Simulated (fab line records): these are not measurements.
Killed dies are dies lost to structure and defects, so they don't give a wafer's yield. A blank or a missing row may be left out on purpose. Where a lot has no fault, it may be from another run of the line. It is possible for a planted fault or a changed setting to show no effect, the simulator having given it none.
The tool behind it: which one? + flow rit_cmos + 45 wafers from 15 lots sampled at 4 of the route's 202 steps

## WHAT THE GAUGES READ, wafer by wafer
RIT_PWELL_OVL_MEAS_06. Usual: PWELL_OVL 0.9 nm, standard deviation 1.4.
| lot  | measured    | on         | PWELL_OVL (nm) | flag |
|------|-------------|------------|----------------|------|
| L493 | day 2 01:05 | overlay-01 | 1.5 0.5 0.6    |      |
| L495 | day 2 09:27 | overlay-02 | 0.7 2.5 0.9    |      |
| L496 | day 2 15:01 | overlay-01 | 1.4 1.3 1.0    |      |
| L497 | day 2 20:19 | overlay-01 | 0.6 0.5 -1.0   |      |
| L498 | day 3 01:11 | overlay-02 | 2.1 0.4 2.3    |      |
| L502 | day 3 19:50 | overlay-02 | 0.0 0.4 -0.5   |      |
| L503 | day 4 01:29 | overlay-02 | 2.1 2.4 2.4    |      |
| L505 | day 4 12:58 | overlay-01 | -0.4 1.8 1.6   |      |
| L509 | day 5 06:57 | overlay-01 | -0.5 -0.4 0.8  |      |
| L510 | day 5 12:50 | overlay-01 | -1.2 -0.7 0.8  |      |
| L511 | day 5 18:19 | overlay-01 | 1.0 -0.3 0.1   |      |
| L513 | day 6 05:02 | overlay-02 | 1.3 3.1 3.4    |      |
| L514 | day 6 07:38 | overlay-02 | 0.3 4.2 3.5    |      |
| L515 | day 6 15:07 | overlay-02 | 3.0 3.1 3.4    |      |
| L516 | day 6 19:33 | overlay-01 | -1.2 0.2 0.6   |      |

RIT_SDANNEAL_RS_MEAS_07: measures by four-point-probe. Usual: NLDD_RS 151.7 ohm/sq, standard deviation 0.53.
| lot  | measured    | on            | NLDD_RS (ohm/sq)  | flag |
|------|-------------|---------------|-------------------|------|
| L493 | day 3 05:29 | film_metro-04 | 151.0 151.7 150.6 |      |
| L495 | day 3 13:28 | film_metro-02 | 152.1 151.8 152.2 |      |
| L496 | day 3 17:46 | film_metro-02 | 151.8 151.3 151.8 |      |
| L497 | day 4 03:07 | film_metro-01 | 151.8 152.0 151.7 |      |
| L498 | day 4 04:47 | film_metro-02 | 150.6 150.6 151.1 |      |
| L502 | day 5 04:14 | film_metro-02 | 151.1 151.1 151.0 |      |
| L503 | day 5 06:08 | film_metro-02 | 151.7 151.4 152.0 |      |
| L505 | day 5 20:31 | film_metro-01 | 151.6 151.4 151.9 |      |
| L513 | day 7 15:46 | film_metro-04 | 152.2 152.2 152.2 |      |
| L514 | day 7 17:14 | film_metro-01 | 152.2 152.1 152.4 |      |
| L515 | day 8 01:35 | film_metro-02 | 152.2 151.6 151.7 |      |
| L516 | day 8 13:34 | film_metro-04 | 152.1 151.9 152.1 |      |

RIT_M1_CD_MEAS_90: the cd target is 2600 nm. Usual: cd_nm 2600 nm, standard deviation 3.2.
| lot  | measured    | on        | cd_nm (nm)     | flag |
|------|-------------|-----------|----------------|------|
| L493 | day 3 10:58 | cd_sem-02 | 2600 2602 2597 |      |
| L495 | day 3 18:55 | cd_sem-01 | 2595 2598 2598 |      |
| L496 | day 3 23:23 | cd_sem-01 | 2598 2598 2599 |      |
| L497 | day 4 08:23 | cd_sem-01 | 2601 2598 2596 |      |
| L498 | day 4 10:03 | cd_sem-01 | 2601 2604 2600 |      |
| L502 | day 5 09:22 | cd_sem-01 | 2598 2600 2600 |      |
| L503 | day 5 11:23 | cd_sem-02 | 2597 2605 2599 |      |
| L505 | day 6 01:41 | cd_sem-01 | 2603 2601 2601 |      |
| L513 | day 7 21:05 | cd_sem-01 | 2601 2603 2604 |      |
| L514 | day 7 22:22 | cd_sem-01 | 2598 2597 2603 |      |
| L515 | day 8 06:51 | cd_sem-01 | 2602 2600 2602 |      |
| L516 | day 8 18:57 | cd_sem-02 | 2605 2604 2608 |      |

## EACH LOT AND THE TOOL THAT RAN IT (in order: tool; ch and the chambers of the sampled wafers; start)
| lot  | RIT_GATE_DEVELOP_15              |
|------|----------------------------------|
| L493 | litho_track-03 ch 0, day 2 16:00 |
| L495 | litho_track-03 ch 0, day 2 23:00 |
| L496 | litho_track-01 ch 0, day 3 04:00 |
| L497 | litho_track-03 ch 0, day 3 12:00 |
| L498 | litho_track-03 ch 0, day 3 15:00 |
| L502 | litho_track-03 ch 0, day 4 13:00 |
| L503 | litho_track-01 ch 0, day 4 16:00 |
| L505 | litho_track-02 ch 0, day 5 07:00 |
| L509 | litho_track-01, day 5 21:00      |
| L510 | litho_track-03, day 6 03:00      |
| L511 | litho_track-02, day 6 11:00      |
| L513 | litho_track-03 ch 0, day 7 00:00 |
| L514 | litho_track-01 ch 0, day 7 00:00 |
| L515 | litho_track-02 ch 0, day 7 10:00 |
| L516 | litho_track-02 ch 0, day 7 19:00 |
- RIT_GATE_DEVELOP_15: develop time 52.32 s.

## AS READ BY THE TOOLS THEMSELVES (means over the sampled wafers that have a number; for cases with no such wafer, the mark the record gives instead)
RIT_GATE_DEVELOP_15. Usual: chill_plate_temp_C 23.01 C, standard deviation 0.094.
| lot  | tool           | chill_plate_temp_C (C) | flag |
|------|----------------|------------------------|------|
| L493 | litho_track-03 | 23.05                  |      |
| L495 | litho_track-03 | 23.03                  |      |
| L496 | litho_track-01 | 22.87                  |      |
| L497 | litho_track-03 | 23.03                  |      |
| L498 | litho_track-03 | 22.98                  |      |
| L502 | litho_track-03 | 23.12                  |      |
| L503 | litho_track-01 | 22.93                  |      |
| L505 | litho_track-02 | 23.07                  |      |
| L509 | litho_track-01 | -                      | OFF  |
| L510 | litho_track-03 | -                      | OFF  |
| L511 | litho_track-02 | -                      | OFF  |
| L513 | litho_track-03 | 23.15                  |      |
| L514 | litho_track-01 | 22.98                  |      |
| L515 | litho_track-02 | 23.08                  |      |
| L516 | litho_track-02 | 22.99                  |      |

## THE ANSWER, worked out from the rows above alone
Rule: take the mean of a lot's wafers that have a number; if it is more than 3 standard deviations from the usual mean, the lot is off. Also off: a lot with no number at a reading for which 4 or more lots have one. Any other lot the step has rows for is counted as sound. First the gauges in route order, then the tools' own readings, where a lot's mean is used as printed above. The first step at which some lot is off is used, and at that step the reading that is off furthest; a lot without a number counts as furthest.
Off: L509, L510, L511, at RIT_GATE_DEVELOP_15 (chill_plate_temp_C). Without a number there: L509, L510, L511.
If a tool, at that step or one of the process steps before it, ran each lot that is off and ran no sound lot following the first of them, it fits. No candidate that was tried fits.

## WHAT WAS PUT IN BY THE SIMULATOR
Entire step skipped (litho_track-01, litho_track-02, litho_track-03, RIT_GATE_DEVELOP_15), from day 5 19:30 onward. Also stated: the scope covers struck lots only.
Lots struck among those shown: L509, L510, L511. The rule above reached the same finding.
